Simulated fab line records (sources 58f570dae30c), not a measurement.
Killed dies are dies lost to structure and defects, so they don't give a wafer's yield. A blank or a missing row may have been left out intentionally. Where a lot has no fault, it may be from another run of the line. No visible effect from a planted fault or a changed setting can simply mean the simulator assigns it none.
Struck lot and sound lot, side by side -- flow berkeley cmos170 -- 6 steps out of a route of 331
Sound: wafers L647.4, L647.5, L647.6. Wafers L652.1, L652.2, L652.6 were the ones struck. The cause is named last.
For every step that has rows: the tool of each side, followed by ch and its chambers, followed by its first start. Under that, the readings that differ: sound wafers -- struck wafers -- difference of the means -- sigmas: that difference in standard deviations of wafers without a fault.
alike: a reading whose means differ by less than 2 such deviations, as well as words and numbers matching on both sides. not compared: withheld readings; readings where some wafer has no value; bounds like >300 that might hide an equal value; numbers whose values overlap and for which the record gives no deviation.
A row with sigmas, a row that says differs or no value, or rows on one side alone: a step with any of these is where the two part. Numbers that don't overlap but have no deviation are shown without sigmas and don't part them. A reading that every wafer of one side lacks parts them only if that side has two wafers or more.

UCB170_START_BOW_MEAS_00:
  sound on film metro-03 at day 3 12:04; struck on film metro-02 at day 4 13:00
  alike: INCOMING_BOW
then, 1 step without rows for these wafers: UCB170_START_CLEAN_01 (cleans in dHF, time 60 s).
UCB170_START_OXIDATION_02: target thk 20 nm, ox time 1800 s.
  sound on furnace-01 ch 0, day 3 17:31; struck on furnace-04 ch 0, day 4 22:46
  alike: tube_center_temp_C_max
UCB170_START_THK_MEAS_03:
  sound on film metro-02 at day 3 19:03; struck on film metro-03 at day 5 00:16
reading,sound,struck,difference,sigmas
START_OXIDE_THK (nm),20.9 20.4 20.8,31.5 31.4 32.1,+11.0,+30
then, 1 step without rows for these wafers: UCB170_START_ANNEAL_04 (time 1200 s).
-- the record jumps here: 7 days lie between the struck wafers' starts before and after (it left off in module START and takes up again in module M3, whose first step shown is number 331 of the route) --
UCB170_M3_PROBE_99:
  the record has rows for the struck wafers here (prober-01, day 11 17:20) and none for the sound ones

WHERE THEY PART
Earliest at UCB170_START_THK_MEAS_03; latest, in this record, at UCB170_M3_PROBE_99.

WHY: what had been put in by the simulator
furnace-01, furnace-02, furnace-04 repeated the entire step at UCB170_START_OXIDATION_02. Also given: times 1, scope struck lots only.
